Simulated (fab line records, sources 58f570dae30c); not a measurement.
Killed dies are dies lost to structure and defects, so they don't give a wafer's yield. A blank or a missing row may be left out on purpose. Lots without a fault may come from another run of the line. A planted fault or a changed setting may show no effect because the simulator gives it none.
Which tool did it? | flow berkeley_cmos170 | 12 lots, 36 wafers sampled, at 1 step of a route of 331

WHAT THE GAUGES READ, wafer by wafer
UCB170_SACOX_THK_MEAS_02.
lot  | measured     | on            | SACOX_OXIDE_THK (nm)
L075 | day 6 07:10  | film_metro-01 | 13.94 14.04 13.98
L077 | day 6 21:22  | film_metro-03 | 14.39 14.25 14.29
L079 | day 7 07:41  | film_metro-04 | 14.47 14.66 14.64
L081 | day 7 16:02  | film_metro-01 | 14.37 14.31 14.05
L082 | day 7 20:19  | film_metro-03 | 14.30 14.05 14.38
L085 | day 8 06:49  | film_metro-03 | 14.31 14.15 14.18
L087 | day 8 19:22  | film_metro-03 | 14.09 14.23 14.30
L088 | day 8 19:25  | film_metro-03 | 14.59 14.48 14.69
L092 | day 9 13:43  | film_metro-01 | 14.56 14.51 14.54
L094 | day 10 01:10 | film_metro-03 | 14.43 14.59 14.25
L095 | day 10 19:21 | film_metro-01 | 14.49 14.15 14.71
L097 | day 10 19:21 | film_metro-04 | 14.84 14.78 14.66

WHICH TOOL RAN EACH LOT (tool, then ch and the chambers of the sampled wafers, then the start)
The record holds no process step before these readings.

THE ANSWER, worked out from the rows above alone
Rule: what is usual is taken from the lots themselves. Put in order of their means at a reading, lots are off if they are a third of the lots or fewer, leave a main group of 4 or more, and stand apart from it by a gap of 3 or more times the standard deviation of the main group's means; of several such gaps the widest counts. A main group whose means are all the same, to the digits that the tables above print for the reading, isn't used. A lot without any number at a reading at which 4 lots or more have one is off too. The other lots that the step has rows for count as sound.
No lot is off at any reading shown: from this, nothing can be told.

WHAT THE SIMULATOR HAD PUT IN
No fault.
